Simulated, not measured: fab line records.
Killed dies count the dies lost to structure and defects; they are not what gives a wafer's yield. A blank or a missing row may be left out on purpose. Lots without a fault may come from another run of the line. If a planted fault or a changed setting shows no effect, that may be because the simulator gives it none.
Split-lot trial / flow berkeleyCmos170 / route with 331 steps; 5 lots, 23 wafers read

## ON THE SPLIT
At UCB170_NWELL_IMPLANT_14, the setting energyKev was moved away from the recipe's 150 on 8 of the 23 wafers read, by +4.1% to +5.3%. All remaining wafers had this setting at the recipe value.

The split's own step is where the reading is taken.

## THE READING
The simulator's own value implant.drpNm, read by no gauge, in nm at UCB170_NWELL_IMPLANT_14. The file gives no usual value for it.

wafer=L074.1; tool, chamber at the split=implanter-03, 0; energyKev as run=150; against the recipe=recipe; implant.drpNm, nm=62.72; against lot-mates on the recipe=-
wafer=L074.3; tool, chamber at the split=implanter-03, 0; energyKev as run=150; against the recipe=recipe; implant.drpNm, nm=62.72; against lot-mates on the recipe=-
wafer=L074.2; tool, chamber at the split=implanter-03, 0; energyKev as run=157.9; against the recipe=+5.3%; implant.drpNm, nm=65.18; against lot-mates on the recipe=+2.46
wafer=L074.5; tool, chamber at the split=implanter-03, 0; energyKev as run=157.9; against the recipe=+5.3%; implant.drpNm, nm=65.18; against lot-mates on the recipe=+2.46
wafer=L074.6; tool, chamber at the split=implanter-03, 0; energyKev as run=157.9; against the recipe=+5.3%; implant.drpNm, nm=65.18; against lot-mates on the recipe=+2.46
wafer=L077.1; tool, chamber at the split=implanter-02, 0; energyKev as run=150; against the recipe=recipe; implant.drpNm, nm=62.72; against lot-mates on the recipe=-
wafer=L077.4; tool, chamber at the split=implanter-02, 0; energyKev as run=150; against the recipe=recipe; implant.drpNm, nm=62.72; against lot-mates on the recipe=-
wafer=L077.6; tool, chamber at the split=implanter-02, 0; energyKev as run=150; against the recipe=recipe; implant.drpNm, nm=62.72; against lot-mates on the recipe=-
wafer=L078.2; tool, chamber at the split=implanter-04, 0; energyKev as run=150; against the recipe=recipe; implant.drpNm, nm=62.72; against lot-mates on the recipe=-
wafer=L078.3; tool, chamber at the split=implanter-04, 0; energyKev as run=150; against the recipe=recipe; implant.drpNm, nm=62.72; against lot-mates on the recipe=-
wafer=L078.4; tool, chamber at the split=implanter-04, 0; energyKev as run=150; against the recipe=recipe; implant.drpNm, nm=62.72; against lot-mates on the recipe=-
wafer=L078.5; tool, chamber at the split=implanter-04, 0; energyKev as run=150; against the recipe=recipe; implant.drpNm, nm=62.72; against lot-mates on the recipe=-
wafer=L078.6; tool, chamber at the split=implanter-04, 0; energyKev as run=150; against the recipe=recipe; implant.drpNm, nm=62.72; against lot-mates on the recipe=-
wafer=L079.1; tool, chamber at the split=implanter-04, 0; energyKev as run=150; against the recipe=recipe; implant.drpNm, nm=62.72; against lot-mates on the recipe=-
wafer=L079.3; tool, chamber at the split=implanter-04, 0; energyKev as run=150; against the recipe=recipe; implant.drpNm, nm=62.72; against lot-mates on the recipe=-
wafer=L079.6; tool, chamber at the split=implanter-04, 0; energyKev as run=150; against the recipe=recipe; implant.drpNm, nm=62.72; against lot-mates on the recipe=-
wafer=L079.2; tool, chamber at the split=implanter-04, 0; energyKev as run=157.8; against the recipe=+5.2%; implant.drpNm, nm=65.15; against lot-mates on the recipe=+2.43
wafer=L079.4; tool, chamber at the split=implanter-04, 0; energyKev as run=157.8; against the recipe=+5.2%; implant.drpNm, nm=65.15; against lot-mates on the recipe=+2.43
wafer=L085.1; tool, chamber at the split=implanter-03, 0; energyKev as run=156.2; against the recipe=+4.1%; implant.drpNm, nm=64.66; against lot-mates on the recipe=+1.94
wafer=L085.4; tool, chamber at the split=implanter-03, 0; energyKev as run=156.2; against the recipe=+4.1%; implant.drpNm, nm=64.66; against lot-mates on the recipe=+1.94
wafer=L085.6; tool, chamber at the split=implanter-03, 0; energyKev as run=156.2; against the recipe=+4.1%; implant.drpNm, nm=64.66; against lot-mates on the recipe=+1.94
wafer=L085.3; tool, chamber at the split=implanter-03, 0; energyKev as run=150; against the recipe=recipe; implant.drpNm, nm=62.72; against lot-mates on the recipe=-
wafer=L085.5; tool, chamber at the split=implanter-03, 0; energyKev as run=150; against the recipe=recipe; implant.drpNm, nm=62.72; against lot-mates on the recipe=-

THE FIT
A straight line over all 23 wafers: implant.drpNm changes by +0.468 nm for each +1% of energyKev; r = +1.00; the points scatter about the line by 0.0029 nm.
The same after taking each lot's own level away (the mean of its wafers on the recipe; 23 wafers): +0.468 nm for each +1%; r = +1.00; scatter 0.0029 nm.
That fit puts the effect of the largest move of energyKev on the reading at 2.5 nm.
The lots' own levels span 62.720 to 62.720 nm.
The two slopes agree, so the slope changes little with the lot-to-lot level.
Check: with one of the wafers moved furthest among these (+5.3%) left out of the fit, the line predicts +2.46 nm for it against its lot-mates. Against them it came out at +2.46 nm.

## THESE WAFERS: OTHER SPLITS
Other splits were also applied to these wafers ahead of the reading. Each is held against what the fit with the lots' levels taken away leaves over:
other split on the same wafers=UCB170_ZERO_STRIP_07 o2FlowSccm; wafers away from the commonest value=7; r with implant.drpNm (lot level and that fit taken away)=+0.22

## THE WHOLE CHAIN: every reading that the file lists as answering this split, in the file's order
step=UCB170_NWELL_IMPLANT_14; what it does=; reading=implant.rpNm (the simulator's own value, which no gauge read); change (the file's fit)=+1.91 nm for each +1% of the setting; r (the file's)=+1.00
step=UCB170_NWELL_IMPLANT_14; what it does=; reading=implant.drpNm (the simulator's own value, which no gauge read); change (the file's fit)=+0.467 nm for each +1% of the setting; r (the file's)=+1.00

## THE FILE'S OWN FIT
implant.drpNm changes by +0.467 nm for each +1% of energyKev, r = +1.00.
